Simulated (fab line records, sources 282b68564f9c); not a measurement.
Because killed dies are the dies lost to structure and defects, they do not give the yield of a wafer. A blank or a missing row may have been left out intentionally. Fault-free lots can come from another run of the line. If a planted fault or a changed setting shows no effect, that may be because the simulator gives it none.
2 desks looking at one fault -- flow rit cmos -- every desk sees just its own numbers, and what lay behind them comes last

## AT THE METROLOGY DESK
Lot by lot, what the gauges showed, no matter which tool ran the lot: averages of those sampled wafers that carry a number. If a lot's mean is further than 4 standard deviations from the usual mean, the lot is out of limits and carries the mark OUT (the distance appears in the brackets). Of its 14 readings 7 are shown: those that lie furthest out on some lot.
Columns: A = NSD_RS at RIT_SDANNEAL_RS_MEAS_05, usual 84.6 ohm/sq; B = NLDD_RS at RIT_SDANNEAL_RS_MEAS_07, usual 151.8 ohm/sq; C = SILICIDE_TI_RS at RIT_SILICIDE_RS_MEAS_02, usual 48.0 ohm/sq; D = SILICIDE_TI_THK at RIT_SILICIDE_THK_MEAS_03, usual 29.7 nm; E = cd nm at RIT_CONTACT_CD_MEAS_08, usual 1000.4 nm; F = CONTACT_OVL at RIT_CONTACT_OVL_MEAS_09, usual -0.2 nm; G = cd nm at RIT_CONTACT_CD_MEAS_90, usual 1000.4 nm
lot,first seen here,A,B,C,D,E,F,G
L677,day 3 18:14,84.6,151.7,47.9,29.6,999.3,-2.7,999.4
L678,day 3 19:32,85.1,152.0,47.8,29.8,999.4,0.9,999.7
L683,day 4 22:33,84.8,152.7,49.2,29.0,999.5,0.1,999.1
L684,day 5 00:56,84.5,151.8,47.0,30.3,998.8,-0.0,998.9
L686,day 5 12:26,84.8,151.5,47.5,30.0,996.4,0.5,996.6
L693,day 7 01:04,84.8,152.4,47.6,29.8,996.0,3.3,995.9
This desk's verdict: no lot among the 6 shows anything out of limits.

## AT THE TOOL OWNER'S DESK: rtp anneal-02
The tool's own readings at RIT_SILICIDE_RTA_04 (time 10 s, ramp up 5 s, ramp down 5 s): means of the sampled wafers that have a number, for each lot that ran on this tool. If a lot's mean is further than 4 standard deviations from the usual mean, the lot is out of limits and carries the mark OUT (the distance appears in the brackets).
Columns: A = wafer_temp_C_max at RIT_SILICIDE_RTA_04, usual 653.7
lot,first seen here,A
L678,day 3 20:21,654.1
L684,day 5 01:46,653.8
L686,day 5 13:14,654.7
This desk's verdict: no lot among the 3 shows anything out of limits.

## ALL TOGETHER
At the metrology desk, nothing out of limits was observed.
Nothing out of limits was seen by the tool owner's desk.

## WHAT THE SIMULATOR PUT IN
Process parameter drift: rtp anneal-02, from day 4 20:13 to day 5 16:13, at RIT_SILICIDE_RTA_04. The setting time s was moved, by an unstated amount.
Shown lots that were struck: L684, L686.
